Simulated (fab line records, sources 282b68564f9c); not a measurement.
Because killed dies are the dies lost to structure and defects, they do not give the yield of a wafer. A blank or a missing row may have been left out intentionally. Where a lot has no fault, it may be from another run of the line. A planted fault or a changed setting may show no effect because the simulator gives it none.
Which of the tools did it? :: flow rit_cmos :: 42 wafers from 14 lots sampled at 3 of the route's 202 steps

## WHAT THE GAUGES SHOWED, per wafer
RIT_PSD_OVL_MEAS_06. Usual: for PSD_OVL the level is 1.2 nm and the standard deviation is 1.5.
lot: L908
measured: day 3 12:33
on: overlay-01
PSD_OVL (nm): 1.2 0.4 0.5
flag: 

lot: L909
measured: day 3 15:51
on: overlay-01
PSD_OVL (nm): -0.8 1.1 1.0
flag: 

lot: L910
measured: day 3 22:17
on: overlay-01
PSD_OVL (nm): 1.9 3.3 1.4
flag: 

lot: L911
measured: day 4 02:52
on: overlay-01
PSD_OVL (nm): 0.0 0.3 -1.4
flag: 

lot: L912
measured: day 4 07:40
on: overlay-01
PSD_OVL (nm): 1.9 2.7 3.9
flag: 

lot: L913
measured: day 4 14:07
on: overlay-01
PSD_OVL (nm): 0.4 1.4 0.4
flag: 

lot: L914
measured: day 4 20:47
on: overlay-01
PSD_OVL (nm): -0.8 -1.0 -0.4
flag: 

lot: L916
measured: day 5 04:07
on: overlay-02
PSD_OVL (nm): 1.0 0.0 4.4
flag: 

lot: L917
measured: day 5 10:18
on: overlay-02
PSD_OVL (nm): 0.9 1.9 1.9
flag: 

lot: L918
measured: day 5 13:25
on: overlay-02
PSD_OVL (nm): 1.1 2.5 1.9
flag: 

lot: L919
measured: day 5 18:14
on: overlay-01
PSD_OVL (nm): 2.4 1.7 0.6
flag: 

lot: L926
measured: day 7 02:36
on: overlay-01
PSD_OVL (nm): 2.5 2.8 3.6
flag: 

lot: L927
measured: day 7 06:16
on: overlay-01
PSD_OVL (nm): 0.8 1.3 1.3
flag: 

lot: L930
measured: day 8 00:40
on: overlay-02
PSD_OVL (nm): 1.5 3.0 -0.2
flag: 

## EACH LOT AND THE TOOL THAT RAN IT (in order: tool; ch and the chambers of the sampled wafers; start)
lot: L908
RIT_PRETRO_STRIP_09: plasma_asher-03 ch 0,1, day 2 14:23
RIT_REOX_CLEAN_02: wet_bench-04 ch 0, day 3 01:07

lot: L909
RIT_PRETRO_STRIP_09: plasma_asher-03 ch 0,1, day 2 20:06
RIT_REOX_CLEAN_02: wet_bench-01 ch 1, day 3 02:47

lot: L910
RIT_PRETRO_STRIP_09: plasma_asher-02 ch 0,1, day 3 00:20
RIT_REOX_CLEAN_02: wet_bench-03 ch 2, day 3 08:59

lot: L911
RIT_PRETRO_STRIP_09: plasma_asher-03 ch 0,1, day 3 05:32
RIT_REOX_CLEAN_02: wet_bench-01 ch 1, day 3 16:05

lot: L912
RIT_PRETRO_STRIP_09: plasma_asher-01 ch 0,1, day 3 10:54
RIT_REOX_CLEAN_02: wet_bench-01 ch 3, day 3 19:12

lot: L913
RIT_PRETRO_STRIP_09: plasma_asher-02 ch 0,1, day 3 16:44
RIT_REOX_CLEAN_02: wet_bench-01 ch 2, day 4 02:34

lot: L914
RIT_PRETRO_STRIP_09: plasma_asher-02 ch 0,1, day 4 00:46
RIT_REOX_CLEAN_02: wet_bench-01 ch 0, day 4 09:08

lot: L916
RIT_PRETRO_STRIP_09: plasma_asher-03 ch 0,1, day 4 08:22
RIT_REOX_CLEAN_02: wet_bench-04 ch 2, day 4 16:02

lot: L917
RIT_PRETRO_STRIP_09: plasma_asher-01 ch 0,1, day 4 14:01
RIT_REOX_CLEAN_02: wet_bench-04 ch 3, day 4 22:28

lot: L918
RIT_PRETRO_STRIP_09: plasma_asher-02 ch 0,1, day 4 19:02
RIT_REOX_CLEAN_02: wet_bench-04 ch 0, day 5 01:23

lot: L919
RIT_PRETRO_STRIP_09: plasma_asher-01 ch 0,1, day 4 23:18
RIT_REOX_CLEAN_02: wet_bench-04 ch 2, day 5 07:20

lot: L926
RIT_PRETRO_STRIP_09: plasma_asher-03 ch 0,1, day 6 07:58
RIT_REOX_CLEAN_02: wet_bench-01 ch 0, day 6 14:45

lot: L927
RIT_PRETRO_STRIP_09: plasma_asher-02 ch 1, day 6 12:04
RIT_REOX_CLEAN_02: wet_bench-01 ch 3, day 6 18:28

lot: L930
RIT_PRETRO_STRIP_09: plasma_asher-02 ch 0,1, day 7 04:22
RIT_REOX_CLEAN_02: wet_bench-03 ch 0, day 7 14:01
- RIT_PRETRO_STRIP_09: strips in O2, time 180 s.
- RIT_REOX_CLEAN_02: cleans in SC2, time 600 s.

## WHAT THE TOOLS THEMSELVES READ (means of the sampled wafers that have a number; where no wafer has one, the mark that the record gives instead)
RIT_PRETRO_STRIP_09. Usual: 5.5 A for drypump_motor_current_A, sd 0.57.
lot: L908
tool: plasma_asher-03
drypump_motor_current_A (A): 5.7
flag: 

lot: L909
tool: plasma_asher-03
drypump_motor_current_A (A): 5.7
flag: 

lot: L910
tool: plasma_asher-02
drypump_motor_current_A (A): 5.5
flag: 

lot: L911
tool: plasma_asher-03
drypump_motor_current_A (A): 5.6
flag: 

lot: L912
tool: plasma_asher-01
drypump_motor_current_A (A): 4.9
flag: 

lot: L913
tool: plasma_asher-02
drypump_motor_current_A (A): 5.4
flag: 

lot: L914
tool: plasma_asher-02
drypump_motor_current_A (A): 5.5
flag: 

lot: L916
tool: plasma_asher-03
drypump_motor_current_A (A): 5.6
flag: 

lot: L917
tool: plasma_asher-01
drypump_motor_current_A (A): 4.9
flag: 

lot: L918
tool: plasma_asher-02
drypump_motor_current_A (A): 5.5
flag: 

lot: L919
tool: plasma_asher-01
drypump_motor_current_A (A): 5.1
flag: 

lot: L926
tool: plasma_asher-03
drypump_motor_current_A (A): 5.5
flag: 

lot: L927
tool: plasma_asher-02
drypump_motor_current_A (A): 5.0
flag: 

lot: L930
tool: plasma_asher-02
drypump_motor_current_A (A): 6.0
flag: 

RIT_REOX_CLEAN_02. Usual: 627.4 s for run_length_s, sd 2.9.
lot: L908
tool: wet_bench-04
run_length_s (s): 634.5
flag: 

lot: L909
tool: wet_bench-01
run_length_s (s): 628.7
flag: 

lot: L910
tool: wet_bench-03
run_length_s (s): 626.7
flag: 

lot: L911
tool: wet_bench-01
run_length_s (s): 635.4
flag: 

lot: L912
tool: wet_bench-01
run_length_s (s): 626.1
flag: 

lot: L913
tool: wet_bench-01
run_length_s (s): 627.8
flag: 

lot: L914
tool: wet_bench-01
run_length_s (s): 626.6
flag: 

lot: L916
tool: wet_bench-04
run_length_s (s): 625.2
flag: 

lot: L917
tool: wet_bench-04
run_length_s (s): 624.7
flag: 

lot: L918
tool: wet_bench-04
run_length_s (s): 628.4
flag: 

lot: L919
tool: wet_bench-04
run_length_s (s): 625.8
flag: 

lot: L926
tool: wet_bench-01
run_length_s (s): 512.5
flag: OFF

lot: L927
tool: wet_bench-01
run_length_s (s): 513.1
flag: OFF

lot: L930
tool: wet_bench-03
run_length_s (s): 626.1
flag: 

## THE ANSWER, worked out from the rows above alone
Rule: a lot counts as off when the mean over its wafers that have a number is more than 3 standard deviations away from the usual mean. Also off: a lot with no number at a reading for which 4 or more lots have one. Where the step has rows for the other lots, those lots are counted as sound. After the gauges, taken in route order, come the tools' own readings; for these a lot's mean is taken, as printed above. At the first step where some lot is off, the reading lying furthest off is the one used; lots without a number count as furthest.
Off: L926, L927, at RIT_REOX_CLEAN_02 (run_length_s).
A tool fits if, at that step or a process step before it, it ran every lot that is off, and no sound lot after the first of them. One fits: RIT_REOX_CLEAN_02 on wet_bench-01. Its last sound lot is L914 (day 4 09:08), its first lot that is off L926 (day 6 14:45): a fault that began between those two fits.
The tool's own readings at RIT_REOX_CLEAN_02 bear it out: on the lots that are off they differ by more than 5 times the standard deviation of the sound lots' means. run_length_s reads 512.8 s there against 628.0 s on the sound lots.

## WHAT HAD BEEN PUT IN BY THE SIMULATOR
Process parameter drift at RIT_REOX_CLEAN_02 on wet_bench-01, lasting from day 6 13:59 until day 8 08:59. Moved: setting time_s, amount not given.
Shown lots that were struck: L926, L927. This agrees with what the rule above found.
